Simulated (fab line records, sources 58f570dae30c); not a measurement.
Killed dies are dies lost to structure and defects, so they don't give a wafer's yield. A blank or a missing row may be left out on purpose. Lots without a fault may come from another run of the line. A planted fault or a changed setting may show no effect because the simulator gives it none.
Chamber matching | flow berkeley_cmos170 | UCB170_GATE_ETCH_15 on rie_si-02: 4 sister chambers
The step etches poly-Si in HBr/Cl2, stops on SiO2, time 56.3 s, target depth 278.2 nm. 4 wafers are shown with their chamber, then 7 later ones without.

WAFERS WITH THEIR CHAMBER
wafer  | chamber | drypump_motor_current_A (A)
L550.5 | 3       | 6.0
L554.2 | 0       | 6.7
L556.3 | 1       | 5.8
L556.4 | 2       | 5.6

WAFERS WITHOUT THEIR CHAMBER
wafer  | drypump_motor_current_A (A)
L556.6 | 6.8
L552.1 | 5.9
L552.4 | 5.6
L552.5 | 5.6
L557.1 | 5.8
L557.3 | 6.0
L557.4 | 6.8

WHICH CHAMBER EACH WENT THROUGH
wafer  | from the rows above     | in truth
L556.6 | 0                       | 0
L552.1 | can't be placed: 3 or 1 | 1
L552.4 | 2                       | 2
L552.5 | 2                       | 2
L557.1 | 1                       | 1
L557.3 | 3                       | 3
L557.4 | 0                       | 0
Placed correctly: 6 of 7. Can't be placed from these rows: 1 (the true chamber is among the candidates in 1). Placed wrongly: 0.
How it was worked out, from the rows above alone: a wafer's distance from a chamber is the root of the sum, over the readings, of the square of ((its reading less the chamber's mean) divided by the reading's scatter). The wafer belongs to the nearest chamber; if the next one is less than 2 further off, it can't be placed. A chamber's mean is the mean of its shown wafers. The scatter: with one shown wafer a chamber, the root of the mean of the squares of how far each hidden wafer lies from its nearest shown one.
